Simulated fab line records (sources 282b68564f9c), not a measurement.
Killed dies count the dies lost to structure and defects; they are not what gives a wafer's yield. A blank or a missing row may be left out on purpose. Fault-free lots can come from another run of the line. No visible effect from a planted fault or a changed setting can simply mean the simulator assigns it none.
fab line records + flow rit-cmos
record:
- lots: 15
- wafers: 44
- last-day: 8
route steps=202 shown M1@195
lots that met no fault: from a run of the same line without faults
start-h: hours from the record's opening day to when the first of the lot's shown wafers began + wait-h: hours from the lot's prior step to this one + " same as the row above + L1.1+2: one row covering several wafers at once + - value missing, or start not given + * or withheld: withheld + < > ~ a bound
route shown NAME@n: NAME is a module with steps in the file, n the number in the route of the first one + usual: mean/standard deviation of fault-free wafers + same: alike in all rows + chamber/n: place in a boat + sites: the reading at each site + _std_site: their standard deviation + _edge_site: the outer-site mean with the inner-site mean subtracted + radius-mm: how far each site lies from the wafer's centre + mask NAME#n: copy n + behind: the tool/chamber that last shaped the wafer + hold: the reason the lot was held/the length of the hold in hours/how it ended + device: which transistor (n, p or np) failed to switch + end of line: the route-end tests of the same wafers + where a step has no rows: the recipe by itself + killed: dies lost to structure and defects at the first sort, not the wafer's yield + map: a wafer's dies, marking killed ones x, the rest . and places with no die _
set.NAME: the setting that was run; set.NAME@STEP: the one run at that earlier step + model.NAME: the simulator's own value behind a step, which no gauge read
the route's steps for a sample of lots (tables are steps, rows are wafers)
services: the hour from which a tool's chamber was out of use, counted from the record's first day as start-h (under 0 if before that day), plus the number of hours and why
== steps ==
step: RIT_M1_HARDBAKE_11
recipe:
- resist: NOVOLAK
- temp-c: 140
- time-s: 120
usual:
- heater-power-total-W: 52.04/0.061
- plate-temp-C: 140.00/0.15
| lot.wafer | tool           | chamber | start-h | wait-h | heater-power-total-W | plate-temp-C |
|-----------|----------------|---------|---------|--------|----------------------|--------------|
| L703.1    | litho-track-01 | 0       | 66.16   | 0.0    | 52.02                | 139.81       |
| L703.2    | "              | 0       | "       | "      | 51.95                | 139.66       |
| L703.5    | "              | 0       | "       | "      | 52.05                | 139.75       |
| L704.2    | litho-track-04 | 0       | 70.48   | 0.1    | 51.96                | 140.08       |
| L704.3    | "              | 0       | "       | "      | 52.05                | 140.16       |
| L704.5    | "              | 0       | "       | "      | 52.04                | 140.16       |
| L705.1    | litho-track-03 | 0       | 79.62   | 0.0    | 52.04                | 140.03       |
| L705.2    | "              | 0       | "       | "      | 52.11                | 139.80       |
| L705.4    | "              | 0       | "       | "      | 51.96                | 139.95       |
| L707.1    | litho-track-01 | 0       | 88.31   | 0.0    | 52.00                | 139.94       |
| L707.3    | "              | 0       | "       | "      | 52.13                | 139.64       |
| L707.6    | "              | 0       | "       | "      | 52.13                | 139.85       |
| L708.2    | litho-track-03 | 0       | 91.37   | 0.2    | 52.01                | 140.05       |
| L708.4    | "              | 0       | "       | "      | 52.04                | 139.86       |
| L708.6    | "              | 0       | "       | "      | 52.03                | 140.11       |
| L709.2    | litho-track-01 | 0       | 98.91   | 0.1    | 52.08                | 140.12       |
| L709.3    | "              | 0       | "       | "      | 51.99                | 139.95       |
| L709.6    | "              | 0       | "       | "      | 52.17                | 140.17       |
| L710.1    | litho-track-03 | 0       | 104.60  | 0.0    | 51.96                | 140.06       |
| L710.5    | "              | 0       | "       | "      | 52.04                | 140.02       |
| L710.6    | "              | 0       | "       | "      | 51.99                | 139.97       |
| L713.1    | litho-track-03 | 0       | 120.93  | 0.0    | 52.02                | 139.92       |
| L713.2    | "              | 0       | "       | "      | 52.13                | 140.16       |
| L713.6    | "              | 0       | "       | "      | 52.12                | 139.77       |
| L716.4    | litho-track-01 | 0       | 131.60  | 0.1    | 51.25                | 138.33       |
| L716.5    | "              | 0       | "       | "      | 51.29                | 138.67       |
| L717.1    | litho-track-01 | 0       | 136.64  | 0.0    | 51.27                | 138.24       |
| L717.5    | "              | 0       | "       | "      | 51.20                | 138.18       |
| L717.6    | "              | 0       | "       | "      | 51.33                | 138.43       |
| L718.1    | litho-track-01 | 0       | 141.15  | 0.0    | 51.31                | 138.45       |
| L718.5    | "              | 0       | "       | "      | 51.30                | 138.56       |
| L718.6    | "              | 0       | "       | "      | 51.30                | 138.58       |
| L721.3    | litho-track-04 | 0       | 164.20  | 0.1    | 51.99                | 140.18       |
| L721.4    | "              | 0       | "       | "      | 52.02                | 139.96       |
| L721.5    | "              | 0       | "       | "      | 52.03                | 140.10       |
| L722.2    | litho-track-03 | 0       | 165.63  | 0.1    | 52.13                | 140.03       |
| L722.3    | "              | 0       | "       | "      | 52.09                | 140.09       |
| L722.4    | "              | 0       | "       | "      | 52.03                | 140.12       |
| L723.1    | litho-track-04 | 0       | 174.09  | 0.0    | 52.01                | 140.22       |
| L723.5    | "              | 0       | "       | "      | 52.01                | 140.25       |
| L723.6    | "              | 0       | "       | "      | 51.99                | 140.02       |
| L724.1    | litho-track-04 | 0       | 186.19  | 0.0    | 52.06                | 140.01       |
| L724.4    | "              | 0       | "       | "      | 52.03                | 139.82       |
| L724.6    | "              | 0       | "       | "      | 52.20                | 139.94       |
step: RIT_M1_PROBE_99
usual:
- defect-limited-yield: 97.4/1.1
- killed_at_M0_to_M3: 0.0/0.12
- killed-at-contacts: 0.1/0.24
- killed-at-front-end: 6.7/2.9
- killed-dies: 6.8/2.9
- killed-open: 3.5/2
- killed-short: 3.2/1.9
- sort_bin_3_pad_short: 0.1/0.22
- sort_bin_5_function: 1.4/0.82
- sort_bin_6_memory: 1.0/0.64
- sort-n-pass: 257.2/2.9
- sort-yield-pct: 97.4/1.1
same:
- gross-dies: 264
- killed_at_M4_up: 0
- killed-at-back-side: 0
- killed-at-other: 0
| lot.wafer | tool      | chamber | start-h | wait-h | defect-limited-yield[%] | killed_at_M0_to_M3 | killed-at-contacts | killed-at-front-end | killed-dies | killed-open | killed-short | sort_bin_3_pad_short[%] | sort_bin_5_function[%] | sort_bin_6_memory[%] | sort-n-pass | sort-yield-pct[%] |
|-----------|-----------|---------|---------|--------|-------------------------|--------------------|--------------------|---------------------|-------------|-------------|--------------|-------------------------|------------------------|----------------------|-------------|-------------------|
| L703.1    | prober-01 | -       | 68.66   | 0.1    | 97.3                    | 0                  | 0                  | 7                   | 7           | 3           | 3            | 0                       | 1.9                    | 0.8                  | 257.0       | 97.3              |
| L703.2    | prober-01 | -       | 68.71   | 0.1    | 98.9                    | 0                  | 0                  | 3                   | 3           | 1           | 2            | 0                       | 0.8                    | 0.4                  | 261.0       | 98.9              |
| L703.5    | prober-01 | -       | 68.86   | 0.2    | 96.6                    | 0                  | 1                  | 8                   | 9           | 4           | 5            | 0.8                     | 1.9                    | 0.8                  | 255.0       | 96.6              |
| L704.2    | prober-02 | -       | 73.16   | 0.1    | 95.8                    | 0                  | 0                  | 11                  | 11          | 5           | 6            | 0                       | 3.0                    | 1.1                  | 253.0       | 95.8              |
| L704.3    | prober-02 | -       | 73.21   | 0.2    | 98.9                    | 0                  | 0                  | 3                   | 3           | 2           | 1            | 0.4                     | 0.8                    | 0                    | 261.0       | 98.9              |
| L704.5    | prober-02 | -       | 73.31   | 0.2    | 95.8                    | 0                  | 0                  | 11                  | 11          | 8           | 3            | 0                       | 3.8                    | 0.4                  | 253.0       | 95.8              |
| L705.1    | prober-01 | -       | 82.12   | 0.1    | 96.2                    | 0                  | 0                  | 10                  | 10          | 6           | 4            | 0                       | 2.7                    | 1.1                  | 254.0       | 96.2              |
| L705.2    | prober-01 | -       | 82.17   | 0.1    | 97.7                    | 0                  | 0                  | 6                   | 6           | 4           | 2            | 0                       | 1.1                    | 1.1                  | 258.0       | 97.7              |
| L705.4    | prober-01 | -       | 82.27   | 0.2    | 96.2                    | 0                  | 0                  | 10                  | 10          | 5           | 5            | 0                       | 1.5                    | 2.3                  | 254.0       | 96.2              |
| L707.1    | prober-01 | -       | 90.81   | 0.1    | 96.6                    | 0                  | 0                  | 9                   | 9           | 5           | 4            | 0                       | 2.3                    | 1.1                  | 255.0       | 96.6              |
| L707.3    | prober-01 | -       | 90.91   | 0.2    | 98.9                    | 0                  | 0                  | 3                   | 3           | 3           | 0            | 0                       | 1.1                    | 0                    | 261.0       | 98.9              |
| L707.6    | prober-01 | -       | 91.06   | 0.2    | 97.3                    | 0                  | 0                  | 7                   | 7           | 5           | 2            | 0                       | 1.9                    | 0.8                  | 257.0       | 97.3              |
| L708.2    | prober-02 | -       | 93.88   | 0.1    | 95.8                    | 0                  | 0                  | 11                  | 11          | 8           | 3            | 0                       | 2.3                    | 1.9                  | 253.0       | 95.8              |
| L708.4    | prober-02 | -       | 93.98   | 0.2    | 96.6                    | 0                  | 0                  | 9                   | 9           | 4           | 5            | 0.4                     | 1.1                    | 1.9                  | 255.0       | 96.6              |
| L708.6    | prober-02 | -       | 94.08   | 0.2    | 96.2                    | 0                  | 0                  | 10                  | 10          | 7           | 3            | 0                       | 2.3                    | 1.5                  | 254.0       | 96.2              |
| L709.2    | prober-02 | -       | 101.42  | 0.1    | 99.6                    | 0                  | 0                  | 1                   | 1           | 1           | 0            | 0                       | 0                      | 0.4                  | 263.0       | 99.6              |
| L709.3    | prober-02 | -       | 101.47  | 0.2    | 97.7                    | 0                  | 0                  | 6                   | 6           | 6           | 0            | 0                       | 0.8                    | 1.5                  | 258.0       | 97.7              |
| L709.6    | prober-02 | -       | 101.62  | 0.2    | 98.1                    | 0                  | 0                  | 5                   | 5           | 3           | 2            | 0                       | 0.4                    | 1.5                  | 259.0       | 98.1              |
| L710.1    | prober-02 | -       | 107.10  | 0.1    | 96.2                    | 0                  | 0                  | 10                  | 10          | 2           | 8            | 0.8                     | 2.3                    | 0.8                  | 254.0       | 96.2              |
| L710.5    | prober-02 | -       | 107.30  | 0.2    | 95.8                    | 0                  | 0                  | 11                  | 11          | 9           | 2            | 0                       | 3.4                    | 0.8                  | 253.0       | 95.8              |
| L710.6    | prober-02 | -       | 107.35  | 0.2    | 95.8                    | 0                  | 0                  | 11                  | 11          | 5           | 6            | 0                       | 2.3                    | 1.9                  | 253.0       | 95.8              |
| L713.1    | prober-01 | -       | 123.43  | 0.1    | 99.2                    | 0                  | 0                  | 2                   | 2           | 1           | 1            | 0                       | 0.4                    | 0.4                  | 262.0       | 99.2              |
| L713.2    | prober-01 | -       | 123.48  | 0.1    | 97.7                    | 0                  | 0                  | 6                   | 6           | 2           | 4            | 0                       | 1.1                    | 1.1                  | 258.0       | 97.7              |
| L713.6    | prober-01 | -       | 123.68  | 0.2    | 97.0                    | 0                  | 0                  | 8                   | 8           | 6           | 2            | 0.4                     | 0.8                    | 1.9                  | 256.0       | 97.0              |
| L716.4    | prober-02 | -       | 134.15  | 0.2    | 97.0                    | 0                  | 0                  | 8                   | 8           | 4           | 4            | 0.4                     | 1.1                    | 1.5                  | 256.0       | 97.0              |
| L716.5    | prober-02 | -       | 134.20  | 0.2    | 98.5                    | 0                  | 1                  | 3                   | 4           | 2           | 2            | 0.4                     | 0.8                    | 0.4                  | 260.0       | 98.5              |
| L717.1    | prober-01 | -       | 139.15  | 0.1    | 97.7                    | 0                  | 0                  | 6                   | 6           | 2           | 4            | 0.4                     | 1.5                    | 0.4                  | 258.0       | 97.7              |
| L717.5    | prober-01 | -       | 139.35  | 0.2    | 97.0                    | 1                  | 0                  | 7                   | 8           | 5           | 3            | 0                       | 1.5                    | 1.5                  | 256.0       | 97.0              |
| L717.6    | prober-01 | -       | 139.40  | 0.2    | 98.5                    | 0                  | 0                  | 4                   | 4           | 4           | 0            | 0                       | 0.8                    | 0.8                  | 260.0       | 98.5              |
| L718.1    | prober-02 | -       | 143.67  | 0.1    | 98.9                    | 0                  | 0                  | 3                   | 3           | 2           | 1            | 0                       | 0.4                    | 0.8                  | 261.0       | 98.9              |
| L718.5    | prober-02 | -       | 143.87  | 0.2    | 97.3                    | 0                  | 0                  | 7                   | 7           | 4           | 3            | 0                       | 1.5                    | 1.1                  | 257.0       | 97.3              |
| L718.6    | prober-02 | -       | 143.92  | 0.2    | 98.1                    | 0                  | 0                  | 5                   | 5           | 5           | 0            | 0                       | 0.8                    | 1.1                  | 259.0       | 98.1              |
| L721.3    | prober-01 | -       | 166.88  | 0.2    | 97.0                    | 0                  | 0                  | 8                   | 8           | 5           | 3            | 0                       | 1.1                    | 1.9                  | 256.0       | 97.0              |
| L721.4    | prober-01 | -       | 166.93  | 0.2    | 98.5                    | 0                  | 0                  | 4                   | 4           | 3           | 1            | 0                       | 1.1                    | 0.4                  | 260.0       | 98.5              |
| L721.5    | prober-01 | -       | 166.98  | 0.2    | 98.1                    | 0                  | 0                  | 5                   | 5           | 1           | 3            | 0                       | 1.5                    | 0.4                  | 259.0       | 98.1              |
| L722.2    | prober-02 | -       | 168.33  | 0.1    | 96.2                    | 0                  | 0                  | 10                  | 10          | 4           | 5            | 0.8                     | 1.9                    | 1.1                  | 254.0       | 96.2              |
| L722.3    | prober-02 | -       | 168.38  | 0.2    | 97.3                    | 0                  | 0                  | 7                   | 7           | 2           | 5            | 0                       | 1.5                    | 1.1                  | 257.0       | 97.3              |
| L722.4    | prober-02 | -       | 168.43  | 0.2    | 97.0                    | 0                  | 0                  | 8                   | 8           | 5           | 3            | 0.4                     | 1.5                    | 1.1                  | 256.0       | 97.0              |
| L723.1    | prober-01 | -       | 176.59  | 0.1    | 98.9                    | 0                  | 0                  | 3                   | 3           | 1           | 2            | 0                       | 0.4                    | 0.8                  | 261.0       | 98.9              |
| L723.5    | prober-01 | -       | 176.79  | 0.2    | 98.9                    | 0                  | 0                  | 3                   | 3           | 3           | 0            | 0                       | 0.4                    | 0.8                  | 261.0       | 98.9              |
| L723.6    | prober-01 | -       | 176.84  | 0.2    | 98.5                    | 0                  | 0                  | 4                   | 4           | 3           | 1            | 0                       | 1.1                    | 0.4                  | 260.0       | 98.5              |
| L724.1    | prober-02 | -       | 188.69  | 0.1    | 98.1                    | 0                  | 0                  | 5                   | 5           | 3           | 2            | 0.4                     | 1.5                    | 0                    | 259.0       | 98.1              |
| L724.4    | prober-02 | -       | 188.84  | 0.2    | 97.7                    | 0                  | 0                  | 6                   | 6           | 5           | 1            | 0                       | 2.3                    | 0                    | 258.0       | 97.7              |
| L724.6    | prober-02 | -       | 188.94  | 0.2    | 96.6                    | 0                  | 0                  | 9                   | 9           | 4           | 5            | 0                       | 2.3                    | 1.1                  | 255.0       | 96.6              |
killed by level:class
L703.1 GATE:geometric-particle:open=2 GATE:geometric-particle:short=2 FOX2:geometric-particle:short=1 FOX2:geometric-particle:open=1 PWELL:coat-microbubble-printed=1
L703.2 GATE:geometric-particle:short=2 REOX:geometric-particle:open=1
L703.5 SPACER:geometric-particle:short=3 SPACER:geometric-particle:open=2 FOX1:geometric-particle:open=1 GATE:geometric-particle:short=1 REOX:geometric-particle:short=1 CONTACT:geometric-particle:open=1
L704.2 FOX1:geometric-particle:short=2 GATE:geometric-particle:short=2 SILICIDE:geometric-particle:open=2 FOX2:geometric-particle:open=1 FOX2:geometric-particle:short=1 GATE:geometric-particle:open=1 REOX:geometric-particle:short=1 REOX:geometric-particle:open=1
L704.3 FOX2:geometric-particle:open=1 GATE:geometric-particle:short=1 GATE:geometric-particle:open=1
L704.5 FOX1:geometric-particle:open=5 REOX:geometric-particle:open=2 FOX1:geometric-particle:short=1 GATE:geometric-particle:open=1 GATE:geometric-particle:short=1 REOX:geometric-particle:short=1
L705.1 GATE:geometric-particle:open=3 FOX1:geometric-particle:short=2 SILICIDE:geometric-particle:open=2 GATE:geometric-particle:short=1 SPACER:geometric-particle:open=1 SILICIDE:geometric-particle:short=1
L705.2 GATE:geometric-particle:open=3 GATE:geometric-particle:short=2 SILICIDE:geometric-particle:open=1
L705.4 GATE:geometric-particle:open=5 GATE:geometric-particle:short=4 REOX:geometric-particle:short=1
L707.1 GATE:geometric-particle:open=2 GATE:geometric-particle:short=2 SPACER:geometric-particle:open=2 REOX:geometric-particle:short=1 SPACER:geometric-particle:short=1 SILICIDE:geometric-particle:open=1
L707.3 GATE:geometric-particle:open=1 SPACER:geometric-particle:open=1 SILICIDE:geometric-particle:open=1
L707.6 GATE:geometric-particle:open=3 GATE:geometric-particle:short=2 SPACER:geometric-particle:open=2
L708.2 SILICIDE:geometric-particle:open=4 SPACER:geometric-particle:open=2 FOX2:geometric-particle:short=1 GATE:geometric-particle:short=1 GATE:geometric-particle:open=1 REOX:geometric-particle:open=1 SPACER:geometric-particle:short=1
L708.4 GATE:geometric-particle:short=3 FOX2:geometric-particle:open=1 FOX2:geometric-particle:short=1 REOX:geometric-particle:open=1 SPACER:geometric-particle:open=1 SPACER:geometric-particle:short=1 SILICIDE:geometric-particle:open=1
L708.6 GATE:geometric-particle:open=2 SPACER:geometric-particle:open=2 SILICIDE:geometric-particle:open=2 FOX2:geometric-particle:short=1 REOX:geometric-particle:open=1 REOX:geometric-particle:short=1 SPACER:geometric-particle:short=1
L709.2 FOX2:geometric-particle:open=1
L709.3 FOX2:geometric-particle:open=3 SPACER:geometric-particle:open=2 GATE:geometric-particle:open=1
L709.6 SPACER:geometric-particle:open=2 GATE:geometric-particle:short=1 GATE:geometric-particle:open=1 SILICIDE:geometric-particle:short=1
L710.1 SPACER:geometric-particle:short=3 FOX1:geometric-particle:short=2 SILICIDE:geometric-particle:short=2 FOX1:geometric-particle:open=1 FOX2:geometric-particle:short=1 REOX:geometric-particle:open=1
L710.5 FOX1:geometric-particle:open=5 FOX2:geometric-particle:open=2 FOX1:geometric-particle:short=1 GATE:geometric-particle:open=1 GATE:geometric-particle:short=1 SILICIDE:geometric-particle:open=1
L710.6 FOX1:geometric-particle:short=2 GATE:geometric-particle:short=2 SILICIDE:geometric-particle:short=2 FOX1:geometric-particle:open=1 FOX2:geometric-particle:open=1 GATE:geometric-particle:open=1 SPACER:geometric-particle:open=1 SILICIDE:geometric-particle:open=1
L713.1 REOX:geometric-particle:open=1 REOX:geometric-particle:short=1
L713.2 FOX1:geometric-particle:open=1 FOX2:geometric-particle:short=1 GATE:geometric-particle:short=1 REOX:geometric-particle:short=1 REOX:geometric-particle:open=1 SILICIDE:geometric-particle:short=1
L713.6 GATE:geometric-particle:open=3 GATE:geometric-particle:short=2 FOX1:geometric-particle:open=1 FOX2:geometric-particle:open=1 SILICIDE:geometric-particle:open=1
L716.4 REOX:geometric-particle:short=2 FOX1:geometric-particle:open=1 FOX1:geometric-particle:short=1 GATE:geometric-particle:open=1 SPACER:geometric-particle:open=1 SILICIDE:geometric-particle:short=1 SILICIDE:geometric-particle:open=1
L716.5 GATE:geometric-particle:short=1 GATE:geometric-particle:open=1 SILICIDE:geometric-particle:short=1 CONTACT:geometric-particle:open=1
L717.1 GATE:geometric-particle:open=2 GATE:geometric-particle:short=1 REOX:geometric-particle:short=1 SPACER:geometric-particle:short=1 SILICIDE:geometric-particle:short=1
L717.5 GATE:geometric-particle:open=2 SILICIDE:geometric-particle:short=2 FOX1:geometric-particle:open=1 FOX2:geometric-particle:open=1 SILICIDE:geometric-particle:open=1 M1:geometric-particle:short=1
L717.6 GATE:geometric-particle:open=2 FOX1:geometric-particle:open=1 SPACER:geometric-particle:open=1
L718.1 GATE:geometric-particle:short=1 GATE:geometric-particle:open=1 SPACER:geometric-particle:open=1
L718.5 FOX1:geometric-particle:open=3 GATE:geometric-particle:short=2 FOX2:geometric-particle:short=1 GATE:geometric-particle:open=1
L718.6 FOX1:geometric-particle:open=2 FOX2:geometric-particle:open=1 REOX:geometric-particle:open=1 SILICIDE:geometric-particle:open=1
L721.3 REOX:geometric-particle:open=2 SPACER:geometric-particle:open=2 SPACER:geometric-particle:short=2 GATE:geometric-particle:open=1 REOX:geometric-particle:short=1
L721.4 FOX1:geometric-particle:open=1 GATE:geometric-particle:open=1 GATE:geometric-particle:short=1 SILICIDE:geometric-particle:open=1
L721.5 FOX1:geometric-particle:short=2 GATE:geometric-particle:open=1 SILICIDE:geometric-particle:short=1 PLDD:coat-microbubble-printed=1
L722.2 SILICIDE:geometric-particle:short=3 SPACER:geometric-particle:open=2 FOX1:geometric-particle:open=1 GATE:geometric-particle:short=1 SPACER:geometric-particle:short=1 SILICIDE:geometric-particle:open=1 PLDD:coat-microbubble-printed=1
L722.3 SILICIDE:geometric-particle:short=3 REOX:geometric-particle:short=2 GATE:geometric-particle:open=1 SILICIDE:geometric-particle:open=1
L722.4 SPACER:geometric-particle:open=3 FOX1:geometric-particle:open=1 GATE:geometric-particle:short=1 FOX2:geometric-particle:short=1 REOX:geometric-particle:open=1 SILICIDE:geometric-particle:short=1
L723.1 GATE:geometric-particle:open=1 GATE:geometric-particle:short=1 SILICIDE:geometric-particle:short=1
L723.5 SILICIDE:geometric-particle:open=2 FOX2:geometric-particle:open=1
L723.6 FOX1:geometric-particle:open=1 GATE:geometric-particle:open=1 GATE:geometric-particle:short=1 REOX:geometric-particle:open=1
L724.1 FOX1:geometric-particle:open=2 FOX2:geometric-particle:open=1 FOX2:geometric-particle:short=1 GATE:geometric-particle:short=1
L724.4 GATE:geometric-particle:open=2 FOX2:geometric-particle:open=1 FOX2:geometric-particle:short=1 REOX:geometric-particle:open=1 SILICIDE:geometric-particle:open=1
L724.6 SPACER:geometric-particle:open=2 FOX1:geometric-particle:open=1 FOX1:geometric-particle:short=1 FOX2:geometric-particle:short=1 GATE:geometric-particle:short=1 GATE:geometric-particle:open=1 REOX:geometric-particle:short=1 SILICIDE:geometric-particle:short=1
== services ==
| tool           | chamber | start-h | hours | kind                      |
|----------------|---------|---------|-------|---------------------------|
| litho-track-01 | -       | 150.54  | -     | consumable-replace:filter |
== key ==
first-sign:
- step: RIT_M1_HARDBAKE_11
- reading: heater-power-total-W
- direction: down
- sigmas: 12
- usual: 52.04
- struck: 51.28
effect:
- step: RIT_M1_HARDBAKE_11
- reading: plate-temp-C
- direction: down
- sigmas: 10
- usual: *
- struck: *
met-at RIT_M1_HARDBAKE_11
struck-lots L716,L717,L718
onset-between 98.91 131.60
fault:
- kind: process-parameter-drift
- tool: litho-track-01
- chamber: -
- onset-h: 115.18
- steps: RIT_M1_HARDBAKE_11
- channel: temp-c
- offset: *
- shape: step
- end-h: 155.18
- acts-in: *
- stated: *
